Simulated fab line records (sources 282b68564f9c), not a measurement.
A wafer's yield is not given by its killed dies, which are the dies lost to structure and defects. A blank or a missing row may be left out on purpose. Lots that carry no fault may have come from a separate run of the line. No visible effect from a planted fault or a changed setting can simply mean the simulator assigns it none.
fab line records    flow rit-cmos
record: lots: 13  wafers: 39  last-day: 8
route steps=202 shown NWELL@31 PWELL@49
lots that met no fault: from a run of the same line without faults
start-h: start of the lot's first displayed wafer, in hours after the record's first day    wait-h: hours elapsed since this lot's preceding step    " the same as in the row above    L1.1+2: one row covering several wafers at once    - no value, or no start was given    * or withheld: withheld    < > ~ a bound
route shown NAME@n: names a module that has steps shown in the file, with the first one's number in the route    usual: mean and standard deviation over wafers with no fault    same: alike in all rows    chamber/n: place in a boat    sites: each site's reading    _std_site: the values' standard deviation    _edge_site: inner sites' mean taken away from outer sites' mean    radius-mm: for every site, how far away it sits from the centre of the wafer    mask NAME#n: copy n    behind: tool/chamber where the wafer was last shaped    hold: reason for holding the lot/hours on hold/outcome of the hold    device: which transistor (n, p or np) failed to switch    end of line: tests of these same wafers at the route's end    a step with no rows: only its recipe    killed: dies that structure and defects cost at the first sort, which is not the same as the wafer's yield    map: the dies of a wafer, with x for killed, . for not killed, _ for no die there
set.NAME: the run value of the setting; set.NAME@STEP: its run value at that earlier step    model.NAME: the simulator's own value behind a step, which no gauge read
route steps across a sampled set of lots; one table per step, one row per wafer
services: a tool's chamber out of use, with start hour (start-h, from the record's first day; less than 0 if before it), hours out, and reason
== steps ==
step: RIT_NWELL_EXPOSE_03
recipe: mask-id: M2  na: 0.57  target-cd-nm: 43900  dose-mj: 250
lot.wafer   tool              chamber  start-h  wait-h  mask
L883.2+3+4  iline-stepper-01  0        20.84    0.1     M2#0
L884.2+3+6  iline-stepper-02  0        24.97    0.2     M2#0
L889.1+3+4  iline-stepper-02  0        51.06    0.1     M3#0
L897.1+5+6  iline-stepper-01  0        92.42    0.2     M2#0
L898.1+2+5  iline-stepper-02  0        96.72    0.2     M2#0
L899.1+2+5  iline-stepper-02  0        102.10   0.1     M2#0
L900.3+4+6  iline-stepper-01  0        107.76   0.2     M2#0
L901.1+3+5  iline-stepper-01  0        115.61   0.1     M2#0
L902.1+2+4  iline-stepper-02  0        118.91   0.2     M2#0
L903.2+3+5  iline-stepper-02  0        121.62   0.1     M2#0
L904.1+4+5  iline-stepper-01  0        131.56   0.2     M2#0
L905.1+4+6  iline-stepper-01  0        135.04   0.1     M2#0
L906.1+2+6  iline-stepper-02  0        143.99   0.2     M2#0
step: RIT_NWELL_OVL_MEAS_06
usual: NWELL_OVL: 0.1/1.3
lot.wafer  tool        chamber  start-h  wait-h  NWELL_OVL[nm]
L883.2     overlay-02  -        21.26    -       0.6
L883.3     "           -        "        "       1.0
L883.4     "           -        "        "       -0.5
L884.2     overlay-01  -        25.39    -       1.0
L884.3     "           -        "        "       1.5
L884.6     "           -        "        "       2.6
L889.1     overlay-01  -        51.49    -       -
L889.3     "           -        "        "       -
L889.4     "           -        "        "       -
L897.1     overlay-02  -        92.85    -       -1.8
L897.5     "           -        "        "       -0.4
L897.6     "           -        "        "       -1.0
L898.1     overlay-02  -        97.15    -       -0.3
L898.2     "           -        "        "       -1.4
L898.5     "           -        "        "       -1.8
L899.1     overlay-01  -        102.58   -       0.4
L899.2     "           -        "        "       3.5
L899.5     "           -        "        "       0.7
L900.3     overlay-01  -        108.17   -       -1.0
L900.4     "           -        "        "       -0.9
L900.6     "           -        "        "       -0.8
L901.1     overlay-02  -        116.04   -       3.3
L901.3     "           -        "        "       -0.2
L901.5     "           -        "        "       2.1
L902.1     overlay-02  -        119.34   -       -1.1
L902.2     "           -        "        "       -0.9
L902.4     "           -        "        "       -0.8
L903.2     overlay-01  -        122.03   -       -3.3
L903.3     "           -        "        "       -1.2
L903.5     "           -        "        "       -2.0
L904.1     overlay-02  -        132.04   -       1.6
L904.4     "           -        "        "       2.2
L904.5     "           -        "        "       0.3
L905.1     overlay-01  -        135.47   -       0.3
L905.4     "           -        "        "       0.6
L905.6     "           -        "        "       -1.1
L906.1     overlay-01  -        144.42   -       0.6
L906.2     "           -        "        "       -1.4
L906.6     "           -        "        "       -1.3
step: RIT_NWELL_TW_MEAS_10
usual: NWELL_TW: 2133/22
lot.wafer  tool           chamber  start-h  wait-h  NWELL_TW
L883.2     film-metro-04  -        21.87    0.1     2145
L883.3     "              -        "        "       2148
L883.4     "              -        "        "       2159
L884.2     film-metro-01  -        26.00    0.1     2154
L884.3     "              -        "        "       2170
L884.6     "              -        "        "       2162
L889.1     film-metro-03  -        52.20    0.1     30
L889.3     "              -        "        "       30
L889.4     "              -        "        "       30
L897.1     film-metro-03  -        93.46    0.1     2110
L897.5     "              -        "        "       2113
L897.6     "              -        "        "       2103
L898.1     film-metro-04  -        97.76    0.1     2162
L898.2     "              -        "        "       2144
L898.5     "              -        "        "       2133
L899.1     film-metro-04  -        103.19   0.1     2137
L899.2     "              -        "        "       2150
L899.5     "              -        "        "       2139
L900.3     film-metro-04  -        108.78   0.1     2147
L900.4     "              -        "        "       2155
L900.6     "              -        "        "       2134
L901.1     film-metro-04  -        116.65   0.1     2138
L901.3     "              -        "        "       2153
L901.5     "              -        "        "       2140
L902.1     film-metro-04  -        119.95   0.1     2137
L902.2     "              -        "        "       2145
L902.4     "              -        "        "       2139
L903.2     film-metro-01  -        122.65   0.1     2155
L903.3     "              -        "        "       2152
L903.5     "              -        "        "       2140
L904.1     film-metro-04  -        132.65   0.1     2149
L904.4     "              -        "        "       2162
L904.5     "              -        "        "       2157
L905.1     film-metro-03  -        136.18   0.1     2096
L905.4     "              -        "        "       2092
L905.6     "              -        "        "       2085
L906.1     film-metro-03  -        145.03   0.1     2098
L906.2     "              -        "        "       2102
L906.6     "              -        "        "       2105
step: RIT_PWELL_TW_MEAS_10
usual: PWELL_TW: 943/11
lot.wafer  tool           chamber  start-h  wait-h  PWELL_TW
L883.2     film-metro-03  -        23.76    0.1     932
L883.3     "              -        "        "       935
L883.4     "              -        "        "       933
L884.2     film-metro-03  -        27.68    0.1     933
L884.3     "              -        "        "       930
L884.6     "              -        "        "       934
L889.1     film-metro-03  -        54.09    0.1     2156
L889.3     "              -        "        "       2159
L889.4     "              -        "        "       2154
L897.1     film-metro-03  -        95.01    0.1     935
L897.5     "              -        "        "       931
L897.6     "              -        "        "       942
L898.1     film-metro-03  -        99.31    0.1     936
L898.2     "              -        "        "       937
L898.5     "              -        "        "       931
L899.1     film-metro-03  -        105.05   0.1     934
L899.2     "              -        "        "       930
L899.5     "              -        "        "       933
L900.3     film-metro-03  -        110.41   0.1     936
L900.4     "              -        "        "       931
L900.6     "              -        "        "       939
L901.1     film-metro-04  -        118.33   0.1     951
L901.3     "              -        "        "       949
L901.5     "              -        "        "       954
L902.1     film-metro-03  -        121.64   0.1     937
L902.2     "              -        "        "       929
L902.4     "              -        "        "       926
L903.2     film-metro-01  -        124.32   0.1     955
L903.3     "              -        "        "       956
L903.5     "              -        "        "       956
L904.1     film-metro-01  -        134.36   0.2     958
L904.4     "              -        "        "       961
L904.5     "              -        "        "       949
L905.1     film-metro-01  -        137.73   0.1     947
L905.4     "              -        "        "       948
L905.6     "              -        "        "       951
L906.1     film-metro-01  -        146.58   0.1     955
L906.2     "              -        "        "       957
L906.6     "              -        "        "       953
== services ==
tool              chamber  start-h  hours  kind
iline-stepper-02  -        8.39     1.7    pm
iline-stepper-01  -        58.87    1.7    pm
iline-stepper-02  -        67.08    4.4    pm
iline-stepper-01  -        89.14    1.5    repair
iline-stepper-01  0        108.09   -      calibration
== key ==
first-sign: step: RIT_NWELL_EXPOSE_03  reading: mask  direction: changed
effect: step: RIT_NWELL_OVL_MEAS_06  reading: NWELL_OVL  direction: missing
effect: step: RIT_NWELL_TW_MEAS_10  reading: NWELL_TW  direction: down  sigmas: 97  usual: 2133  struck: 30
effect: step: RIT_PWELL_TW_MEAS_10  reading: PWELL_TW  direction: up  sigmas: 99+  usual: 943  struck: 2157
met-at RIT_NWELL_EXPOSE_03
struck-lots L889
sort-left-out L889.1,L889.3,L889.4
tester-left-out L889
onset-between 24.97 51.06
fault: kind: wrong-mask  tool: any  chamber: -  onset-h: 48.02  steps: RIT_NWELL_EXPOSE_03  aux-copy: M3#0  scope: struck-lots-only
tester-left-out: of these lots the tester's yield and bins aren't shown, on N5 and GAA mostly nor the transistor test; their killed dies are dies lost to structure and defects alone, not to doping, threshold or leakage, so they don't give the yield
sort-left-out: the simulated sort isn't trusted on such a fault, so these wafers' sort isn't shown, and their yield isn't known
